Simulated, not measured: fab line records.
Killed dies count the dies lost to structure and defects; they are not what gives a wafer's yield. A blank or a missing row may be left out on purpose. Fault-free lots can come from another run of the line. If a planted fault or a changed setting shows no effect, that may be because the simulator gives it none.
A lot that was struck, set against a sound lot    flow ritCmos    14 out of 202 route steps
Sound: the wafers L458.1, L458.4, L458.6. The struck wafers were L470.1, L470.3, L470.5. The cause is named last.
For every step that has rows: the tool of each side, followed by ch and its chambers, followed by its first start. Under that, the readings that differ: sound wafers    struck wafers    difference of the means    sigmas: that difference in standard deviations of wafers without a fault.
alike: readings whose means differ by less than 2 such deviations, and words and numbers that are the same on both sides. not compared: withheld readings, readings that some wafer has no value for, bounds like >300 that may hide the same value, and numbers for which the record gives no deviation and whose values overlap.
Wherever a step has rows on one side only, a row that says differs or no value, or a row with sigmas, the two part there. When numbers do not overlap yet have no deviation, they are printed without sigmas and do not part them. A reading that every wafer of one side lacks parts them only if that side has two wafers or more.

first, 1 step without rows for these wafers: RIT_PWELL_DEVELOP_05 (develop time 68 s).
RIT_PWELL_OVL_MEAS_06:
  sound on overlay-01 at day 4 07:05; struck on overlay-01 at day 6 14:14
  alike: PWELL_OVL
then, 2 steps without rows for these wafers: RIT_PWELL_HARDBAKE_07 (time 120 s); RIT_PWELL_IMPLANT_08.
RIT_PWELL_STRIP_09: strips in O2, time 180 s.
  sound on plasmaAsher-01 ch 0,1, day 4 07:32; struck on plasmaAsher-01 ch 0, day 6 14:40
  alike: drypumpMotorCurrentA
  not compared: rfHoursCounterH
RIT_PWELL_TW_MEAS_10:
  sound on filmMetro-03 at day 4 07:42; struck on filmMetro-02 at day 6 14:50
reading   sound        struck       difference  sigmas
PWELL_TW  951 951 947  971 969 964  +18         +3
then, 1 step without rows for these wafers: RIT_WELLDRIVE_ANNEAL_00 (time 14700 s).
RIT_WELLDRIVE_RS_MEAS_01: a four-point-probe measurement.
  sound on filmMetro-02 at day 4 12:50; struck on filmMetro-04 at day 6 19:59
  alike: NWELL_RS
RIT_WELLDRIVE_RS_MEAS_02: a four-point-probe measurement.
  sound on filmMetro-02 at day 4 12:58; struck on filmMetro-04 at day 6 20:07
  alike: PWELL_RS
then, 3 steps without rows for these wafers: RIT_NRETRO_HMDS_00 (prime time 60 s); RIT_NRETRO_COAT_01 (resist thk 1300 nm); RIT_NRETRO_SOFTBAKE_02 (time 60 s).
RIT_NRETRO_EXPOSE_03: exposes mask M4, target cd 43900 nm.
  sound on ilineStepper-02 ch 0, day 4 13:32; struck on ilineStepper-02, day 6 20:41
  no value came back on the struck wafers for exposureDoseMJCm2, focusOffsetNm (nm); on the sound wafers exposureDoseMJCm2 reads 250.22 250.16 250.54
  alike: mask
following that, these wafers have no rows for 1 step: RIT_NRETRO_PEB_04.

WHERE THEY PART
At RIT_PWELL_TW_MEAS_10 first; at RIT_NRETRO_EXPOSE_03 last (within this record only).

WHY: the cause the simulator had injected
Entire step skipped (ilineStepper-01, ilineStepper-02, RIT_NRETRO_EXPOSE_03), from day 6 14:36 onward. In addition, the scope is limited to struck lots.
